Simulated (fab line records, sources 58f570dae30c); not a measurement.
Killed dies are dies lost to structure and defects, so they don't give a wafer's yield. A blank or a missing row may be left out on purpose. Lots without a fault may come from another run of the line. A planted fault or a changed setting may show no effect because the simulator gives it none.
Which tool did it? | flow berkeley_cmos170 | 7 lots, 21 wafers sampled, at 2 steps of a route of 331

WHAT THE GAUGES READ, wafer by wafer
UCB170_V1_CD_MEAS_12: target cd 700 nm.
lot  | measured     | on        | cd_nm (nm)
L453 | day 9 02:45  | cd_sem-01 | 698.5 698.7 698.7
L456 | day 9 10:24  | cd_sem-01 | 700.3 700.8 701.2
L457 | day 9 23:54  | cd_sem-02 | 701.0 700.8 700.1
L462 | day 10 10:44 | cd_sem-02 | 697.7 699.1 699.1
L468 | day 12 04:00 | cd_sem-01 | 698.6 698.4 698.6
L467 | day 12 05:49 | cd_sem-02 | 698.7 699.6 699.7
L471 | day 12 12:19 | cd_sem-01 | 707.1 706.2 706.9 706.8 706.3 706.7

WHICH TOOL RAN EACH LOT (tool, then ch and the chambers of the sampled wafers, then the start)
lot  | UCB170_V1_PEB_10
L453 | litho_track-03 ch 0, day 9 02:29
L456 | litho_track-02 ch 0, day 9 10:08
L457 | litho_track-04 ch 0, day 9 23:38
L462 | litho_track-02 ch 0, day 10 10:28
L468 | litho_track-03 ch 0, day 12 03:44
L467 | litho_track-03 ch 0, day 12 05:34
L471 | litho_track-02 ch 0, day 12 12:01
- UCB170_V1_PEB_10

THE ANSWER, worked out from the rows above alone
Rule: what is usual is taken from the lots themselves. Put in order of their means at a reading, lots are off if they are a third of the lots or fewer, leave a main group of 4 or more, and stand apart from it by a gap of 3 or more times the standard deviation of the main group's means; of several such gaps the widest counts. A main group whose means are all the same, to the digits that the tables above print for the reading, isn't used. A lot without any number at a reading at which 4 lots or more have one is off too. The other lots that the step has rows for count as sound.
Off: L471, at UCB170_V1_CD_MEAS_12 (cd_nm). The main group: mean 699.4 nm, standard deviation 0.94.
A tool fits if, at a process step before that reading, it ran every lot that is off, and no sound lot after the first of them. The gauges at UCB170_V1_CD_MEAS_12 are tried like those tools. Can't be told from this: 2 tools fit, litho_track-02 at UCB170_V1_PEB_10, cd_sem-01 at UCB170_V1_CD_MEAS_12.

WHAT THE SIMULATOR HAD PUT IN
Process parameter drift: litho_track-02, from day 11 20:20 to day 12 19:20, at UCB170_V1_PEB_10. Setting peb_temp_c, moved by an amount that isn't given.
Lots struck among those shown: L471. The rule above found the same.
